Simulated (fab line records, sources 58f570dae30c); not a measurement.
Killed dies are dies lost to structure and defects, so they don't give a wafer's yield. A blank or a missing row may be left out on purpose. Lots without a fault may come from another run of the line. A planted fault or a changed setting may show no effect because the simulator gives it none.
Which tool did it? | flow berkeley_cmos170 | 14 lots, 42 wafers sampled, at 1 step of a route of 331

WHAT THE GAUGES READ, wafer by wafer
The record holds no reading of a measuring or inspecting step that can be judged against a usual standard deviation.

WHICH TOOL RAN EACH LOT (tool, then ch and the chambers of the sampled wafers, then the start)
lot  | UCB170_PWELL_PEB_11
L447 | litho_track-01 ch 0, day 3 14:40
L448 | litho_track-04 ch 0, day 3 18:22
L449 | litho_track-04 ch 0, day 3 18:40
L450 | litho_track-04 ch 0, day 4 05:22
L452 | litho_track-03 ch 0, day 4 17:32
L454 | litho_track-04 ch 0, day 5 00:47
L457 | litho_track-04 ch 0, day 6 00:49
L459 | litho_track-04 ch 0, day 6 12:11
L461 | litho_track-04, day 6 19:30
L463 | litho_track-01, day 7 04:28
L466 | litho_track-01 ch 0, day 7 09:31
L465 | litho_track-04 ch 0, day 7 10:07
L467 | litho_track-04 ch 0, day 7 17:04
L468 | litho_track-01 ch 0, day 7 22:41
- UCB170_PWELL_PEB_11

WHAT THE TOOLS THEMSELVES READ (means of the sampled wafers that have a number; where no wafer has one, the mark that the record gives instead)
UCB170_PWELL_PEB_11.
lot  | tool           | chill_plate_temp_C (C) | exhaust_pa (Pa) | heater_power_total_W (W)
L447 | litho_track-01 | 22.95                  | 44.5            | 56.75
L448 | litho_track-04 | 23.01                  | 44.8            | 56.78
L449 | litho_track-04 | 22.88                  | 45.2            | 56.83
L450 | litho_track-04 | 22.99                  | 46.1            | 56.79
L452 | litho_track-03 | 23.09                  | 44.8            | 56.80
L454 | litho_track-04 | 22.88                  | 45.6            | 56.81
L457 | litho_track-04 | 22.98                  | 44.5            | 56.78
L459 | litho_track-04 | 22.94                  | 44.0            | 56.80
L461 | litho_track-04 | -                      | -               | -
L463 | litho_track-01 | -                      | -               | -
L466 | litho_track-01 | 23.10                  | 44.9            | 56.82
L465 | litho_track-04 | 23.00                  | 44.8            | 56.81
L467 | litho_track-04 | 23.12                  | 45.0            | 56.82
L468 | litho_track-01 | 23.18                  | 45.3            | 56.81

THE ANSWER, worked out from the rows above alone
Rule: what is usual is taken from the lots themselves. Put in order of their means at a reading, lots are off if they are a third of the lots or fewer, leave a main group of 4 or more, and stand apart from it by a gap of 3 or more times the standard deviation of the main group's means; of several such gaps the widest counts. A main group whose means are all the same, to the digits that the tables above print for the reading, isn't used. A lot without any number at a reading at which 4 lots or more have one is off too. The other lots that the step has rows for count as sound. The gauges are gone through in route order, then the tools' own readings, and for those a lot's mean is taken as printed above. The first step at which some lot is off is used, and at that step the reading that is off furthest; a lot without a number counts as furthest.
Off: L461, L463, at UCB170_PWELL_PEB_11 (chill_plate_temp_C). Without a number there: L461, L463. The main group: mean 23.01 C, standard deviation 0.091.
A tool fits if, at that step or a process step before it, it ran every lot that is off, and no sound lot after the first of them. None of those tried fits.

WHAT THE SIMULATOR HAD PUT IN
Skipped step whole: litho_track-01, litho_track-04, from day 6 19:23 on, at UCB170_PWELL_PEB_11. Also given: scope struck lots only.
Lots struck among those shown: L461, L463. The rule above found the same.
